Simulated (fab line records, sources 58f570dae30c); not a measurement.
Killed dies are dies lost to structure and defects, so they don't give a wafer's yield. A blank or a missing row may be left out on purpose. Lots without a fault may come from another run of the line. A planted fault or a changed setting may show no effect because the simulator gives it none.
Chamber matching | flow berkeley_cmos170 | UCB170_V2_CMP_02 on cmp-02: 4 sister chambers
The step polishes SiO2. 8 wafers are shown with their chamber, then 7 later ones without.

WAFERS WITH THEIR CHAMBER
wafer  | chamber | motor_current_A (A) | slurry_flow_ml_min
L903.6 | 2       | 16.1                | 150.4
L904.4 | 2       | 16.9                | 150.4
L907.5 | 0       | 15.3                | 150.3
L906.2 | 0       | 14.6                | 150.1
L906.4 | 3       | 15.2                | 149.7
L906.5 | 1       | 16.4                | 149.6
L908.1 | 1       | 16.6                | 150.6
L908.4 | 3       | 15.6                | 150.3

WAFERS WITHOUT THEIR CHAMBER
wafer  | motor_current_A (A) | slurry_flow_ml_min
L908.5 | 16.5                | 149.9
L914.3 | 16.0                | 149.6
L914.4 | 16.2                | 150.4
L914.6 | 16.6                | 149.9
L923.3 | 17.3                | 150.6
L923.4 | 14.9                | 149.7
L923.6 | 16.1                | 150.2

WHICH CHAMBER EACH WENT THROUGH
wafer  | from the rows above               | in truth
L908.5 | can't be placed: 1 or 2           | 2
L914.3 | can't be placed: 1 or 3 or 2 or 0 | 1
L914.4 | can't be placed: 2 or 1 or 3      | 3
L914.6 | can't be placed: 1 or 2           | 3
L923.3 | can't be placed: 2 or 1           | 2
L923.4 | can't be placed: 0 or 3           | 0
L923.6 | can't be placed: 1 or 2 or 3 or 0 | 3
Placed correctly: 0 of 7. Can't be placed from these rows: 7 (the true chamber is among the candidates in 6). Placed wrongly: 0.
How it was worked out, from the rows above alone: a wafer's distance from a chamber is the root of the sum, over the readings, of the square of ((its reading less the chamber's mean) divided by the reading's scatter). The wafer belongs to the nearest chamber; if the next one is less than 2 further off, it can't be placed. A chamber's mean is the mean of its shown wafers. The scatter: the root of (the sum of the squares of (reading less its chamber's mean) over the shown wafers, divided by (wafers less chambers)).
